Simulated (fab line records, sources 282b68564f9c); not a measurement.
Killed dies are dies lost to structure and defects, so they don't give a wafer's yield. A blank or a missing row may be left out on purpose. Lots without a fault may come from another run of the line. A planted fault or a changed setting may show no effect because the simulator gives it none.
A struck lot beside a sound one | flow rit_cmos | 14 steps out of a route of 202
Sound: wafers L865.2, L865.3, L865.5. Struck: wafers L876.1, L876.2, L876.6. The cause comes at the end.
At each step with rows: each side's tool, then ch and its chambers, then its first start. Under that, the readings that differ: sound wafers | struck wafers | difference of the means | sigmas: that difference in standard deviations of wafers without a fault.
alike: readings whose means differ by less than 2 such deviations, and words and numbers that are the same on both sides. not compared: withheld readings, readings that some wafer has no value for, bounds like >300 that may hide the same value, and numbers for which the record gives no deviation and whose values overlap.
The two part at a step that has a row with sigmas, a row that says differs or no value, or rows on one side only. Numbers that don't overlap but have no deviation are shown without sigmas and don't part them. A reading that every wafer of one side lacks parts them only if that side has two wafers or more.

first, 1 step without rows for these wafers: RIT_CONTACT_HARDBAKE_10 (time 60 s).
RIT_CONTACT_ETCH_11: etches SiO2 in CHF3/CF4/Ar, stops on TiSi2, target depth 480 nm, time 320 s.
  sound on rie_diel-03 ch 1,3, day 4 03:34; struck on rie_diel-01 ch 1,2,3, day 6 10:34
  alike: drypump_motor_current_A, oes_product_au, throttle_valve_pct
  not compared: rf_hours_counter_h
RIT_CONTACT_STRIP_12: strips in O2, time 180 s.
  sound on plasma_asher-02 ch 1, day 4 03:45; struck on plasma_asher-03 ch 0,1, day 6 10:45
  alike: drypump_motor_current_A
  not compared: rf_hours_counter_h
RIT_CONTACT_CD_MEAS_90: target cd 1000 nm.
  sound on cd_sem-02, day 4 03:57; struck on cd_sem-01, day 6 10:56
  alike: cd_nm
then, 2 steps without rows for these wafers: RIT_CONTACT_CLEAN_13 (cleans in SC1, time 600 s); RIT_CONTACT_CLEAN_14 (cleans in SC2, time 600 s).
RIT_M1_SPUTTER_00: material Al, target thk 400 nm, time 500 s.
  sound on pvd_sputter-04, day 4 04:34; struck on pvd_sputter-03, day 6 11:24
  alike: chamber_pressure_pa, substrate_temp_c, throttle_valve_pct
RIT_M1_RS_MEAS_01: measures by four-point-probe.
  sound on film_metro-01, day 4 04:53; struck on film_metro-01, day 6 11:41
  alike: M1_AL_RS
RIT_M1_THK_MEAS_02: measures by xrf.
  sound on film_metro-01, day 4 05:00; struck on film_metro-01, day 6 11:49
  alike: M1_AL_THK
then, 3 steps without rows for these wafers: RIT_M1_HMDS_03 (prime time 60 s); RIT_M1_COAT_04 (resist thk 1322 nm); RIT_M1_SOFTBAKE_05 (time 60 s).
RIT_M1_EXPOSE_06: exposes mask M12, target cd 2600 nm.
  sound on iline_stepper-01 ch 0, day 4 05:31; struck on iline_stepper-02, day 6 12:26
  no value came back on the struck wafers for exposure_dose_mJ_cm2, focus_offset_nm (nm); on the sound wafers exposure_dose_mJ_cm2 reads 251.71 251.74 252.12
  alike: mask
then, 1 step without rows for these wafers: RIT_M1_PEB_07.

WHERE THEY PART
Only at RIT_M1_EXPOSE_06, within this record.

WHY: what the simulator had put in
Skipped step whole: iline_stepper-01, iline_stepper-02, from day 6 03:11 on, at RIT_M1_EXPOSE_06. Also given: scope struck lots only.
